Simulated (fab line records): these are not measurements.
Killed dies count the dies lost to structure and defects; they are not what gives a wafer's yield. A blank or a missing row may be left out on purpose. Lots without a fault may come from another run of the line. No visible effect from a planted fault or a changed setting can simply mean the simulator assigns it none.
fab line records | flow berkeleyCmos170
record lots=14 wafers=42 lastDay=12
route steps=331 shown CONTACT@230
lots that met no fault: from a run of the same line without faults
startH: hours from the record's first day to the start of the lot's first wafer shown | waitH: how many hours have passed since the lot's step before this one | " repeats the value in the row above | L1.1+2: a single row standing in for several wafers | - no value, or no start given | * or withheld: withheld | < > ~ a bound
route shown NAME@n: NAME is a module with steps in the file, n the number in the route of the first one | usual: the fault-free wafers' mean and standard deviation | same: alike in all rows | chamber/n: place in a boat | sites: readings site by site | _std_site: the values' standard deviation | _edge_site: the outer-site mean with the inner-site mean subtracted | radiusMm: how far each site lies from the wafer's centre | mask NAME#n: copy n | behind: tool/chamber where the wafer was last shaped | hold: why the lot was held/for how many hours/how that ended | device: whichever transistor did not switch (one of n, p or np) | end of line: the tests these same wafers got at the end of their route | a step given without rows: its recipe and nothing more | killed: count of dies lost to structure and defects at first sort (not the wafer's yield) | map: a wafer's dies, x killed, . not, _ none there
set.NAME: the setting that was run; set.NAME@STEP: the one run at that earlier step | model.NAME: the simulator's own value behind a step, which no gauge read
the route's steps for a sample of lots (tables are steps, rows are wafers)
services: a tool's chamber out of use, with start hour (startH, from the record's first day; less than 0 if before it), hours out, and reason
## steps
# step UCB170_CONTACT_DEVELOP_14
# recipe developer=TMAH developTimeS=45 resist=KrF devTempC=21
# usual chillPlateTempC=22.98/0.1 developTimeS=45/0
# columns lot.wafer tool chamber startH waitH chillPlateTempC developTimeS
L825.3 lithoTrack-03 0 150 - 22.99 45
L825.5 " 0 " " 22.83 45
L825.6 " 0 " " 22.86 45
L827.1 lithoTrack-03 0 150 - 23.11 45
L827.5 " 0 " " 23.14 45
L827.6 " 0 " " 23.01 45
L829.1 lithoTrack-02 0 163 - 23.08 45
L829.4 " 0 " " 23.04 45
L829.5 " 0 " " 23.04 45
L832.2 lithoTrack-04 0 174 - 23.05 45
L832.3 " 0 " " 23.11 45
L832.5 " 0 " " 23.01 45
L835.1 lithoTrack-04 - 197 - - -
L835.5 " - " " - -
L835.6 " - " " - -
L836.1 lithoTrack-04 - 198 - - -
L836.4 " - " " - -
L836.6 " - " " - -
L842.1 lithoTrack-04 0 231 - 22.98 45
L842.2 " 0 " " 23.15 45
L842.4 " 0 " " 22.91 45
L840.3 lithoTrack-02 0 237 - 22.89 45
L840.5 " 0 " " 23.06 45
L840.6 " 0 " " 22.96 45
L845.1 lithoTrack-03 0 238 - 23.02 45
L845.4 " 0 " " 22.84 45
L845.6 " 0 " " 22.97 45
L844.1 lithoTrack-03 0 239 - 22.90 45
L844.5 " 0 " " 22.93 45
L844.6 " 0 " " 22.93 45
L843.4 lithoTrack-04 0 239 - 23.03 45
L843.5 " 0 " " 23.08 45
L843.6 " 0 " " 22.95 45
L846.3 lithoTrack-02 0 240 - 23.00 45
L846.4 " 0 " " 23.01 45
L846.5 " 0 " " 22.91 45
L847.1 lithoTrack-04 0 241 - 22.86 45
L847.3 " 0 " " 23.14 45
L847.4 " 0 " " 22.98 45
L848.1 lithoTrack-03 0 252 - 23.17 45
L848.3 " 0 " " 23.13 45
L848.4 " 0 " " 23.02 45
## services
# columns tool chamber startH hours kind
lithoTrack-03 - 188.40 - consumableReplace:filter
## key
firstSign step=UCB170_CONTACT_DEVELOP_14 reading=toolRecord direction=missing
effect none on later readings
metAt UCB170_CONTACT_DEVELOP_14
struckLots L835,L836
laterRowsLeftOut L835.1,L835.5,L835.6,L836.1,L836.4,L836.6
sortLeftOut L835.1,L835.5,L835.6,L836.1,L836.4,L836.6
testerLeftOut L835,L836
onsetBetween 174 197
fault kind=skippedStepWhole tool=lithoTrack-04 chamber=- onsetH=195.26 steps=UCB170_CONTACT_DEVELOP_14 scope=struckLotsOnly
# testerLeftOut: of these lots the tester's yield and bins aren't shown, on N5 and GAA mostly nor the transistor test; their killed dies are dies lost to structure and defects alone, not to doping, threshold or leakage, so they don't give the yield
# sortLeftOut: the simulated sort isn't trusted on such a fault, so these wafers' sort isn't shown, and their yield isn't known
# laterRowsLeftOut: the simulator's readings of these wafers behind a module that went badly wrong aren't trusted and aren't shown, but for the sort
